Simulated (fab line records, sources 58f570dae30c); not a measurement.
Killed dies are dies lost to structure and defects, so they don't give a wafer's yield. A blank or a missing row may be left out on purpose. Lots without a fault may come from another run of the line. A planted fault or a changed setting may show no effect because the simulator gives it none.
fab line records | flow berkeley_cmos170
record lots=6 wafers=18 last_day=12
route steps=331 shown V2@294 M3@331
lots that met no fault: from a run of the same line without faults
start_h: hours from the record's first day to the start of the lot's first wafer shown | wait_h: hours since the lot's step before | " the same as in the row above | L1.1+2: a row that stands for several wafers | - no value, or no start given | * or withheld: withheld | < > ~ a bound
route shown NAME@n: a module of which the file shows steps, and the number in the route of the first | usual: mean/standard deviation of fault-free wafers | same: alike in all rows | chamber/n: place in a boat | sites: the reading at each site | _std_site: their standard deviation | _edge_site: outer sites' mean less inner sites' | radius_mm: how far each site lies from the wafer's centre | mask NAME#n: copy n | behind: the tool/chamber that last shaped the wafer | hold: why the lot was held/for how many hours/how that ended | device: the transistor (n, p or np) that didn't switch | end of line: the same wafers' tests at the end of the route | a step without rows: its recipe alone | killed: dies lost to structure and defects at the first sort, not the wafer's yield | map: a wafer's dies, x killed, . not, _ none there
set.NAME: the setting as run; set.NAME@STEP: as run at that earlier step | model.NAME: the simulator's own value behind a step, which no gauge read
lots at some steps of the route; a table a step, a row a wafer
services: from which hour (start_h, from the record's first day; less than 0 if before it) a tool's chamber was out of use, for how many hours, and why
## steps
# step UCB170_V2_CMP_02
# recipe material=SiO2 down_force_psi=6 platen_rpm=60 pad_velocity_m_s=0.75398
# usual motor_current_A=16.1/1.3
# columns lot.wafer tool chamber start_h wait_h motor_current_A
L946.4 cmp-02 1 161.40 0.1 18.3
L946.3 " 3 " " 17.2
L946.5 " 1 " " 17.5
L952.4 cmp-02 3 189.38 0.0 16.2
L952.1 " 0 " " 17.6
L952.5 " 0 " " 17.1
L957.4 cmp-02 3 221.94 0.2 17.8
L957.5 " 0 " " 16.2
L957.6 " 1 " " 18.3
L958.1 cmp-02 2 232.39 0.1 15.7
L958.6 " 1 " " 17.5
L958.5 " 2 " " 14.5
L963.1 cmp-01 0 252.90 0.1 14.6
L963.5 " 0 " " 14.7
L963.6 " 1 " " 16.1
L968.4 cmp-02 3 275.61 0.1 16.8
L968.3 " 1 " " 17.3
L968.5 " 2 " " 15.0
# step UCB170_V2_BOW_MEAS_03
# recipe mode=bow
# usual V2_BOW=37/6.8
# columns lot.wafer tool chamber start_h wait_h V2_BOW[um]
L946.3 film_metro-01 - 161.69 0.1 40
L946.4 " - " " 39
L946.5 " - " " 40
L952.1 film_metro-01 - 189.68 0.2 27
L952.4 " - " " 36
L952.5 " - " " 27
L957.4 film_metro-04 - 222.15 0.2 40
L957.5 " - " " 46
L957.6 " - " " 43
L958.1 film_metro-02 - 232.68 0.2 32
L958.5 " - " " 31
L958.6 " - " " 41
L963.1 film_metro-01 - 253.20 0.2 33
L963.5 " - " " 41
L963.6 " - " " 30
L968.3 film_metro-04 - 275.90 0.1 37
L968.4 " - " " 29
L968.5 " - " " 33
# step UCB170_V2_THK_MEAS_04
# recipe reads=SiO2_of_V2_CVD_00
# usual V2_POLISHED_THK=1000.0/1.1
# columns lot.wafer tool chamber start_h wait_h V2_POLISHED_THK[nm]
L946.3 film_metro-01 - 161.79 0.1 999.6
L946.4 " - " " 999.5
L946.5 " - " " 1000.1
L952.1 film_metro-01 - 189.80 0.1 999.2
L952.4 " - " " 1000.2
L952.5 " - " " 998.8
L957.4 film_metro-04 - 222.24 0.1 1000.2
L957.5 " - " " 1001.2
L957.6 " - " " 999.7
L958.1 film_metro-02 - 232.80 0.1 1001.4
L958.5 " - " " 1000.1
L958.6 " - " " 999.4
L963.1 film_metro-01 - 253.32 0.1 999.3
L963.5 " - " " 999.4
L963.6 " - " " 1000.0
L968.3 film_metro-04 - 276.00 0.1 1000.5
L968.4 " - " " 1000.6
L968.5 " - " " 1000.1
# step UCB170_V2_CLEAN_05
# recipe chemistry=DIW
# step UCB170_V2_HMDS_06
# recipe prime_time_s=60 prime_temp_c=100
# step UCB170_V2_COAT_07
# recipe resist=KrF spin_rpm=1500 resist_thk_nm=900
# step UCB170_V2_SOFTBAKE_08
# recipe resist=KrF temp_c=130 time_s=60
# step UCB170_V2_EXPOSE_09
# recipe mask_id=VIA2 target_cd_nm=700 na=0.5 sigma_outer=0.6 source_shape=conventional dose_mj=37
# step UCB170_V2_PEB_10
# recipe peb_temp_c=130 peb_time_s=withheld resist=KrF
# usual plate_sensor_t_centre_C=131.41/0.0095 plate_sensor_t_edge_C=131.53/0.0095 resist_line_temp_C=23.00/0.098
# columns lot.wafer tool chamber start_h wait_h plate_sensor_t_centre_C plate_sensor_t_edge_C resist_line_temp_C
L946.3 litho_track-01 0 163.17 0.3 131.4 131.54 22.92
L946.4 " 0 " " 131.41 131.53 22.94
L946.5 " 0 " " 131.41 131.55 23.02
L952.1 litho_track-01 0 192.85 0.1 131.42 131.53 22.92
L952.4 " 0 " " 131.42 131.53 23.09
L952.5 " 0 " " 131.42 131.52 22.90
L957.4 litho_track-02 0 223.75 0.4 131.42 131.53 22.83
L957.5 " 0 " " 131.4 131.55 22.90
L957.6 " 0 " " 131.42 131.54 23.06
L958.1 litho_track-03 0 233.87 0.1 131.4 131.53 23.07
L958.5 " 0 " " 131.41 131.52 22.87
L958.6 " 0 " " 131.39 131.52 22.96
L963.1 litho_track-01 0 254.38 0.1 131.4 131.54 22.90
L963.5 " 0 " " 131.4 131.52 23.02
L963.6 " 0 " " 131.41 131.54 23.02
L968.3 litho_track-03 0 277.04 0.2 131.42 131.53 22.88
L968.4 " 0 " " 131.42 131.54 22.85
L968.5 " 0 " " 131.42 131.52 23.02
# step UCB170_V2_DEVELOP_11
# recipe developer=TMAH develop_time_s=45 resist=KrF dev_temp_c=21
# step UCB170_V2_CD_MEAS_12
# recipe target_cd_nm=700
# usual cd_nm=699.8/1.3
# columns lot.wafer tool chamber start_h wait_h cd_nm
L946.3 cd_sem-01 - 163.44 - 701.9
L946.4 " - " " 703.1
L946.5 " - " " 701.8
L952.1 cd_sem-02 - 193.12 - 701.1
L952.4 " - " " 700.2
L952.5 " - " " 700.5
L957.4 cd_sem-01 - 224.01 - 700.1
L957.5 " - " " 702.1
L957.6 " - " " 700.2
L958.1 cd_sem-02 - 234.15 - 698.6
L958.5 " - " " 697.8
L958.6 " - " " 698.4
L963.1 cd_sem-01 - 254.65 - 701.4
L963.5 " - " " 701.3
L963.6 " - " " 701.0
L968.3 cd_sem-02 - 277.31 - 699.8
L968.4 " - " " 700.6
L968.5 " - " " 699.3
# step UCB170_V2_OVL_MEAS_13
# usual V2_OVL=2/4.8
# columns lot.wafer tool chamber start_h wait_h V2_OVL[nm]
L946.3 overlay-01 - 163.53 0.1 -2
L946.4 " - " " 2
L946.5 " - " " 5
L952.1 overlay-02 - 193.24 0.1 2
L952.4 " - " " 3
L952.5 " - " " 1
L957.4 overlay-02 - 224.09 0.1 -2
L957.5 " - " " -3
L957.6 " - " " -9
L958.1 overlay-02 - 234.27 0.1 4
L958.5 " - " " 3
L958.6 " - " " 5
L963.1 overlay-01 - 254.77 0.1 6
L963.5 " - " " 0
L963.6 " - " " 3
L968.3 overlay-02 - 277.40 0.1 -2
L968.4 " - " " 3
L968.5 " - " " -1
# step UCB170_V2_ETCH_14
# recipe chemistry=CHF3/CF4/Ar target=SiO2 stop_on=Al CHF3_flow_sccm=45 cf4_flow_sccm=15 Ar_flow_sccm=150 pressure_mtorr=200 rf_w=700 target_depth_a=12500 over_etch_frac=0.25 time_s=291
# usual drypump_motor_current_A=5.84/0.28 oes_product_au=0.879/0.012 throttle_valve_pct=6.92/0.095
# columns lot.wafer tool chamber start_h wait_h drypump_motor_current_A oes_product_au rf_hours_counter_h throttle_valve_pct model.KrF_of_V2_COAT_07.thk_nm
L946.3 rie_diel-02 1 163.55 0.0 6.11 0.893 7 6.98 610.9
L946.4 " 3 " " 6.04 0.886 3 7.02 604.2
L946.5 " 3 " " 6.06 0.881 - 7.01 600.9
L952.1 rie_diel-01 1 193.28 0.0 5.68 0.864 9 6.89 606.5
L952.4 " 3 " " 5.58 0.876 92 6.87 603.7
L952.5 " 3 " " 5.59 0.882 - 6.86 599.3
L957.4 rie_diel-01 2 224.11 0.0 5.73 0.865 101 6.98 610.8
L957.5 " 0 " " 6.04 0.897 - 6.95 606.7
L957.6 " 3 " " 5.61 0.875 - 6.86 607.9
L958.1 rie_diel-01 3 234.30 0.0 5.57 0.879 94 6.86 662.5
L958.5 " 2 " " 5.74 0.853 - 6.96 659
L958.6 " 3 " " 5.58 0.885 - 6.87 661.4
L963.1 rie_diel-01 0 254.81 0.0 6.08 0.895 5 6.95 662.2
L963.5 " 2 " " 5.72 0.853 - 6.97 660.5
L963.6 " 3 " " 5.59 0.870 - 6.87 659.3
L968.3 rie_diel-02 1 277.43 0.0 6.12 0.888 12 6.95 610.3
L968.4 " 2 " " 5.23 0.878 2 6.72 607.2
L968.5 " 1 " " 6.13 0.886 - 6.96 609.6
# step UCB170_V2_STRIP_15
# recipe chemistry=O2 power_w=400 pressure_mtorr=3500 platen_temp_c=withheld o2_flow_sccm=400 overash_fraction=0.5
# usual drypump_motor_current_A=5.9/0.38 o2_flow_sccm=399.8/1.3 oes_product_au=0.722/0.0043 strip_time_to_endpoint_s=15.33/0.11
# columns lot.wafer tool chamber start_h wait_h drypump_motor_current_A o2_flow_sccm oes_product_au rf_hours_counter_h strip_time_to_endpoint_s
L946.3 plasma_asher-03 0 163.77 0.1 6.1 398.7 0.721 - 15.33
L946.4 " 1 " " 6.1 397.4 0.725 - 15.18
L946.5 " 1 " " 6.1 400.7 0.723 - 15.10
L952.1 plasma_asher-03 1 193.46 0.1 6.0 399.8 0.716 40 15.22
L952.4 " 0 " " 6.1 400.2 0.722 - 15.16
L952.5 " 0 " " 6.1 400.6 0.724 - 15.05
L957.4 plasma_asher-04 1 224.32 0.1 5.6 400.6 0.732 - 15.33
L957.5 " 1 " " 5.6 400.6 0.720 - 15.25
L957.6 " 0 " " 6.6 400.3 0.720 - 15.26
L958.1 plasma_asher-04 0 234.48 0.1 6.6 401.2 0.722 54 16.49
L958.5 " 0 " " 6.6 399.0 0.735 - 16.41
L958.6 " 1 " " 5.6 397.2 0.723 - 16.46
L963.1 plasma_asher-04 0 254.99 0.1 6.6 400.2 0.721 56 16.49
L963.5 " 0 " " 6.6 399.7 0.721 - 16.43
L963.6 " 1 " " 5.6 400.9 0.714 - 16.41
L968.3 plasma_asher-03 0 277.64 0.1 6.1 402.2 0.725 - 15.33
L968.4 " 1 " " 6.0 400.2 0.718 - 15.25
L968.5 " 1 " " 6.1 398.9 0.716 - 15.31
# step UCB170_V2_CD_MEAS_90
# recipe target_cd_nm=700
# usual cd_nm=699.6/1.4
# columns lot.wafer tool chamber start_h wait_h cd_nm
L946.3 cd_sem-01 - 163.87 0.1 701.1
L946.4 " - " " 702.9
L946.5 " - " " 701.8
L952.1 cd_sem-02 - 193.56 0.1 701.5
L952.4 " - " " 700.4
L952.5 " - " " 700.8
L957.4 cd_sem-02 - 224.45 0.1 701.1
L957.5 " - " " 701.3
L957.6 " - " " 701.7
L958.1 cd_sem-02 - 234.58 0.1 696.5
L958.5 " - " " 695.0
L958.6 " - " " 696.5
L963.1 cd_sem-01 - 255.09 0.1 698.9
L963.5 " - " " 700.4
L963.6 " - " " 699.1
L968.3 cd_sem-01 - 277.74 0.1 699.9
L968.4 " - " " 700.5
L968.5 " - " " 698.6
# step UCB170_M3_PROBE_99
# columns lot.wafer tool chamber start_h wait_h model.etest.antenna_m3.vt_shift_v
L946.3 prober-02 - 166.85 0.2 -0.01281
L946.4 prober-02 - 166.90 0.2 -0.01639
L946.5 prober-02 - 166.95 0.2 -0.01346
L952.1 prober-02 - 196.78 0.1 -0.01626
L952.4 prober-02 - 196.93 0.2 -0.01143
L952.5 prober-02 - 196.98 0.2 -0.01119
L957.4 prober-01 - 228.52 0.2 -0.01422
L957.5 prober-01 - 228.57 0.2 -0.01768
L957.6 prober-01 - 228.62 0.2 -0.01722
L958.1 prober-01 - 237.45 0.1 -0.00882
L958.5 prober-01 - 237.65 0.2 -0.005165
L958.6 prober-01 - 237.70 0.2 -0.01232
L963.1 prober-01 - 258.03 0.1 -0.0124
L963.5 prober-01 - 258.23 0.2 -0.006541
L963.6 prober-01 - 258.28 0.2 -0.006867
L968.3 prober-01 - 281.13 0.2 -0.01392
L968.4 prober-01 - 281.18 0.2 -0.01056
L968.5 prober-01 - 281.23 0.2 -0.0137
# killed by level:class
L946.3 NWELL:area_etch=5 FIELD:geometric_particle:short=1 GATE:geometric_particle:open=1 SILICIDE:geometric_particle:short=1 SILICIDE:geometric_particle:open=1
L946.4 GATE:geometric_particle:short=1 V1:geometric_particle:short=1 NWELL:area_etch=1
L946.5 GATE:geometric_particle:open=2
L952.1 V1:geometric_particle:short=2 GATE:geometric_particle:short=1 SPACER:geometric_particle:short=1 M3:geometric_particle:short=1
L952.4 GATE:geometric_particle:open=1 SPACER:geometric_particle:open=1 M2:geometric_particle:open=1 M2:geometric_particle:short=1 M3:geometric_particle:short=1
L952.5 GATE:geometric_particle:short=2 GATE:geometric_particle:open=1
L957.4 SPACER:geometric_particle:open=1 M3:geometric_particle:short=1
L957.5 SACOX:geometric_particle:short=1 SILICIDE:geometric_particle:short=1
L957.6 SACOX:geometric_particle:short=1 SACOX:geometric_particle:open=1 GATE:geometric_particle:open=1 SPACER:geometric_particle:open=1 SILICIDE:geometric_particle:open=1 M3:geometric_particle:open=1
L968.3 SACOX:geometric_particle:open=1 CONTACT:geometric_particle:short=1
L968.4 SCREENOX:geometric_particle:open=1 SPACER:geometric_particle:open=1 SILICIDE:geometric_particle:open=1
L968.5 SCREENOX:geometric_particle:short=1 V1:geometric_particle:open=1
## services
# columns tool chamber start_h hours kind
cmp-02 - 145.56 6.6 pm
cmp-01 - 164.39 3.0 repair
rie_diel-02 3 165.17 2.5 repair
cmp-02 - 167.40 3.8 pm
cmp-01 - 180.00 0.8 repair
rie_diel-02 2 188.44 - clean
rie_diel-02 2 188.44 26.9 scheduled_down
rie_diel-02 2 188.44 26.9 vent_cycle
rie_diel-02 - 195.16 12.4 repair
cmp-01 - 232.14 4.0 pm
rie_diel-01 - 235.87 0.1 repair
cmp-01 - 236.14 - consumable_replace:conditioner
cmp-01 - 236.14 - consumable_replace:pad
plasma_asher-03 - 242.82 0.3 repair
rie_diel-02 1 248.99 2.8 repair
rie_diel-02 2 267.63 2.7 repair
## key
first_sign step=UCB170_V2_STRIP_15 reading=strip_time_to_endpoint_s direction=up sigmas=10 usual=* struck=*
effect none on later readings
model_effect step=UCB170_V2_ETCH_14 value=KrF_of_V2_COAT_07.thk_nm without=607.7 struck=660.8
model_effect step=UCB170_M3_PROBE_99 value=etest.antenna_m3.vt_shift_v without=-0.0133 struck=-0.008686
met_at UCB170_V2_ETCH_14
struck_wafers L958.1,L958.5,L958.6,L963.1,L963.5,L963.6
sort_left_out L958.1,L958.5,L958.6,L963.1,L963.5,L963.6
onset_between 224.11 234.30
also_fits UCB170_V2_STRIP_15:plasma_asher-04
fault kind=process_parameter_drift tool=rie_diel-01 chamber=- onset_h=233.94 steps=UCB170_V2_ETCH_14 channel=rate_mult offset=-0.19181 shape=step end_h=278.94
# sort_left_out: the simulated sort isn't trusted on such a fault, so these wafers' sort isn't shown, and their yield isn't known
